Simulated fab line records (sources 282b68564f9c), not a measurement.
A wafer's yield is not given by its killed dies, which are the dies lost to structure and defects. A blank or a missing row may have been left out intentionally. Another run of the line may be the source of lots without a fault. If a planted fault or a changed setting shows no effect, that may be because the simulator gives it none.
fab line records    flow rit_cmos
record lots=13  wafers=39  last_day=7
route steps=202 shown NRETRO@56 NLDD@109 PSD@152 M1@194
lots that met no fault: from a run of the same line without faults
start_h: start of the lot's first displayed wafer, in hours after the record's first day    wait_h: hours since the lot's step before    " as in the row above    L1.1+2: a row that stands for several wafers    - value missing, or start not given    * or withheld: withheld    < > ~ a bound
route shown NAME@n: a module of which the file shows steps, and the number in the route of the first    usual: mean/standard deviation of fault-free wafers    same: alike in all rows    chamber/n: place in a boat    sites: the reading at each site    _std_site: how widely they spread, as a standard deviation    _edge_site: mean of outer sites minus mean of inner sites    radius_mm: for every site, how far away it sits from the centre of the wafer    mask NAME#n: copy n    behind: tool/chamber where the wafer was last shaped    hold: what put the lot on hold/how long, in hours/how the hold closed    device: the n, p or np transistor that did not switch    end of line: at the end of the route, the tests of the same wafers    a step without rows: its recipe alone    killed: dies that structure and defects cost at the first sort, which is not the same as the wafer's yield    map: a wafer's dies, marking killed ones x, the rest . and places with no die _
set.NAME: the setting as run; set.NAME@STEP: as run at that earlier step    model.NAME: the simulator's own value behind a step, which no gauge read
steps of the route over a sample of lots; a table a step, a row a wafer
services: when a tool's chamber went out of use (start_h, in hours from the record's first day, below 0 if earlier), for how many hours, and the reason
## steps
# step RIT_NRETRO_EXPOSE_03
# recipe mask_id=M4  na=0.57  target_cd_nm=43900  dose_mj=250
lot.wafer   tool              chamber  start_h  wait_h  mask
L769.1+3+6  iline_stepper-01  0        36.82    0.2     M4#0
L770.1+3+6  iline_stepper-01  0        42.07    0.2     M4#0
L772.4+5+6  iline_stepper-02  0        47.95    0.1     M4#0
L773.1+5+6  iline_stepper-02  0        50.13    0.1     M4#0
L774.1+3+6  iline_stepper-01  0        55.40    0.2     M4#0
L775.1+3+5  iline_stepper-01  0        61.43    0.1     M4#0
L776.4+5+6  iline_stepper-01  0        67.88    0.1     M4_R1#0
L777.1+4+6  iline_stepper-01  0        69.54    0.1     M4#0
L786.2+4+6  iline_stepper-02  0        115.66   0.1     M4#0
L788.1+2+4  iline_stepper-01  0        126.54   0.2     M4#0
L790.2+3+4  iline_stepper-01  0        135.05   0.2     M4#0
L791.2+5+6  iline_stepper-02  0        141.51   0.3     M4#0
L792.1+4+6  iline_stepper-01  0        146.01   0.2     M4#0
# step RIT_NLDD_OVL_MEAS_06
# usual NLDD_OVL=0.5/1.4
lot.wafer  tool        chamber  start_h  wait_h  NLDD_OVL[nm]
L769.1     overlay-02  -        51.66    -       0.6
L769.3     "           -        "        "       -0.7
L769.6     "           -        "        "       -1.1
L770.1     overlay-01  -        57.51    -       2.2
L770.3     "           -        "        "       3.4
L770.6     "           -        "        "       1.5
L772.4     overlay-02  -        63.68    -       0.2
L772.5     "           -        "        "       0.3
L772.6     "           -        "        "       3.4
L773.1     overlay-01  -        64.33    -       2.5
L773.5     "           -        "        "       -0.3
L773.6     "           -        "        "       1.8
L774.1     overlay-01  -        67.54    -       -2.3
L774.3     "           -        "        "       -0.3
L774.6     "           -        "        "       -2.0
L775.1     overlay-01  -        76.19    -       -2.2
L775.3     "           -        "        "       0.5
L775.5     "           -        "        "       0.2
L776.4     overlay-02  -        82.05    -       1.8
L776.5     "           -        "        "       0.2
L776.6     "           -        "        "       0.0
L777.1     overlay-02  -        84.11    -       -1.2
L777.4     "           -        "        "       0.7
L777.6     "           -        "        "       -2.0
L786.2     overlay-01  -        129.42   -       -0.6
L786.4     "           -        "        "       1.4
L786.6     "           -        "        "       2.3
L788.1     overlay-01  -        138.87   -       0.8
L788.2     "           -        "        "       0.5
L788.4     "           -        "        "       -0.4
L790.2     overlay-01  -        148.50   -       2.6
L790.3     "           -        "        "       2.6
L790.4     "           -        "        "       2.2
L791.2     overlay-02  -        157.04   -       0.2
L791.5     "           -        "        "       -1.0
L791.6     "           -        "        "       -1.3
L792.1     overlay-02  -        161.04   -       1.9
L792.4     "           -        "        "       0.4
L792.6     "           -        "        "       0.9
# step RIT_PSD_TW_MEAS_10
# usual PSD_TW=3426/41
lot.wafer  tool           chamber  start_h  wait_h  PSD_TW
L769.1     film_metro-02  -        59.62    0.1     3380
L769.3     "              -        "        "       3384
L769.6     "              -        "        "       3392
L770.1     film_metro-04  -        65.86    0.1     3480
L770.3     "              -        "        "       3476
L770.6     "              -        "        "       3493
L772.4     film_metro-02  -        71.74    0.1     3376
L772.5     "              -        "        "       3386
L772.6     "              -        "        "       3371
L773.1     film_metro-02  -        73.21    0.1     3399
L773.5     "              -        "        "       3372
L773.6     "              -        "        "       3383
L774.1     film_metro-04  -        75.64    0.1     3476
L774.3     "              -        "        "       3477
L774.6     "              -        "        "       3455
L775.1     film_metro-03  -        83.76    0.1     3442
L775.3     "              -        "        "       3444
L775.5     "              -        "        "       3462
L776.4     film_metro-04  -        89.92    0.1     3461
L776.5     "              -        "        "       3471
L776.6     "              -        "        "       3466
L777.1     film_metro-02  -        91.66    0.1     3368
L777.4     "              -        "        "       3363
L777.6     "              -        "        "       3346
L786.2     film_metro-03  -        137.12   0.1     3460
L786.4     "              -        "        "       3439
L786.6     "              -        "        "       3456
L788.1     film_metro-02  -        146.85   0.1     3386
L788.2     "              -        "        "       3374
L788.4     "              -        "        "       3379
L790.2     film_metro-04  -        156.29   0.1     3461
L790.3     "              -        "        "       3462
L790.4     "              -        "        "       3478
L791.2     film_metro-02  -        165.33   0.1     3354
L791.5     "              -        "        "       3364
L791.6     "              -        "        "       3363
L792.1     film_metro-02  -        170.85   0.1     3386
L792.4     "              -        "        "       3385
L792.6     "              -        "        "       3391
# step RIT_M1_OVL_MEAS_10
# usual M1_OVL=1.2/1.8
lot.wafer  tool        chamber  start_h  wait_h  M1_OVL[nm]
L769.1     overlay-02  -        65.21    0.1     -0.1
L769.3     "           -        "        "       1.8
L769.6     "           -        "        "       1.4
L770.1     overlay-02  -        71.43    0.1     3.3
L770.3     "           -        "        "       5.1
L770.6     "           -        "        "       2.6
L772.4     overlay-02  -        76.91    0.1     2.0
L772.5     "           -        "        "       3.7
L772.6     "           -        "        "       2.4
L773.1     overlay-02  -        78.71    0.1     3.1
L773.5     "           -        "        "       2.3
L773.6     "           -        "        "       1.9
L774.1     overlay-02  -        80.96    0.1     -1.0
L774.3     "           -        "        "       -1.1
L774.6     "           -        "        "       1.1
L775.1     overlay-02  -        89.10    0.1     3.7
L775.3     "           -        "        "       3.3
L775.5     "           -        "        "       3.1
L776.4     overlay-01  -        95.36    0.1     2.8
L776.5     "           -        "        "       2.3
L776.6     "           -        "        "       1.6
L777.1     overlay-01  -        97.38    0.1     5.1
L777.4     "           -        "        "       2.7
L777.6     "           -        "        "       1.7
L786.2     overlay-01  -        142.51   0.1     0.8
L786.4     "           -        "        "       3.0
L786.6     "           -        "        "       0.7
L788.1     overlay-02  -        152.13   0.1     0.7
L788.2     "           -        "        "       0.6
L788.4     "           -        "        "       -0.2
L790.2     overlay-02  -        161.62   0.1     2.1
L790.3     "           -        "        "       1.9
L790.4     "           -        "        "       1.0
L791.2     overlay-01  -        170.82   0.1     0.0
L791.5     "           -        "        "       -3.0
L791.6     "           -        "        "       -0.7
L792.1     overlay-01  -        176.18   0.1     1.2
L792.4     "           -        "        "       0.6
L792.6     "           -        "        "       2.0
# step RIT_M1_PROBE_99
# usual killed_at_contacts=0.1/0.27  killed_at_front_end=7/3.3  killed_dies=7/3.3  killed_open=3.5/2  killed_short=3.8/2.2
# same gross_dies=264  killed_at_M0_to_M3=0  killed_at_M4_up=0  killed_at_back_side=0  killed_at_other=0
lot.wafer  tool       chamber  start_h  wait_h  killed_at_contacts  killed_at_front_end  killed_dies  killed_open  killed_short
L769.1     prober-01  -        67.89    0.1     0                   1                    1            0            1
L769.3     prober-01  -        67.99    0.2     0                   3                    3            1            2
L769.6     prober-01  -        68.14    0.2     0                   6                    6            3            3
L776.4     prober-01  -        98.03    0.2     0                   5                    5            3            2
L776.5     prober-01  -        98.08    0.2     0                   6                    6            4            2
L776.6     prober-01  -        98.13    0.2     0                   5                    5            2            3
L791.2     prober-02  -        173.40   0.1     0                   3                    3            1            2
L791.5     prober-02  -        173.55   0.2     0                   8                    8            2            6
L791.6     prober-02  -        173.60   0.2     0                   7                    7            3            4
# killed by level:class
L769.1 SPACER:geometric_particle:short=1
L769.3 FOX2:geometric_particle:short=1 SPACER:geometric_particle:short=1 SILICIDE:geometric_particle:open=1
L769.6 FOX1:geometric_particle:open=2 FOX2:geometric_particle:short=2 FOX2:geometric_particle:open=1 SILICIDE:geometric_particle:short=1
L776.4 GATE:geometric_particle:open=3 GATE:geometric_particle:short=1 SPACER:geometric_particle:short=1
L776.5 SILICIDE:geometric_particle:open=2 FOX1:geometric_particle:open=1 FOX2:geometric_particle:open=1 GATE:geometric_particle:short=1 REOX:geometric_particle:short=1
L776.6 GATE:geometric_particle:open=2 SILICIDE:geometric_particle:short=2 SPACER:geometric_particle:short=1
L791.2 GATE:geometric_particle:short=2 GATE:geometric_particle:open=1
L791.5 GATE:geometric_particle:short=4 GATE:geometric_particle:open=2 FOX1:geometric_particle:short=1 SILICIDE:geometric_particle:short=1
L791.6 FOX2:geometric_particle:short=2 GATE:geometric_particle:open=2 FOX1:geometric_particle:open=1 GATE:geometric_particle:short=1 REOX:geometric_particle:short=1
## services
tool              chamber  start_h  hours  kind
iline_stepper-01  -        49.53    1.7    pm
iline_stepper-01  -        71.82    3.2    repair
iline_stepper-01  -        94.47    6.9    repair
iline_stepper-01  0        138.15   -      calibration
## key
first_sign step=RIT_NRETRO_EXPOSE_03  reading=mask  direction=changed
effect none on later readings
met_at RIT_NRETRO_EXPOSE_03
struck_lots L776
tester_left_out L776
not_acting_at RIT_NLDD_OVL_MEAS_06,RIT_PSD_TW_MEAS_10,RIT_M1_OVL_MEAS_10
onset_between 61.43 67.88
fault kind=wrong_mask  tool=any  chamber=-  onset_h=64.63  steps=RIT_NRETRO_EXPOSE_03  aux_copy=M4_R1#0  cd_offset_nm=300  scope=struck_lots_only
# tester_left_out: of these lots the tester's yield and bins aren't shown, on N5 and GAA mostly nor the transistor test; their killed dies are dies lost to structure and defects alone, not to doping, threshold or leakage, so they don't give the yield
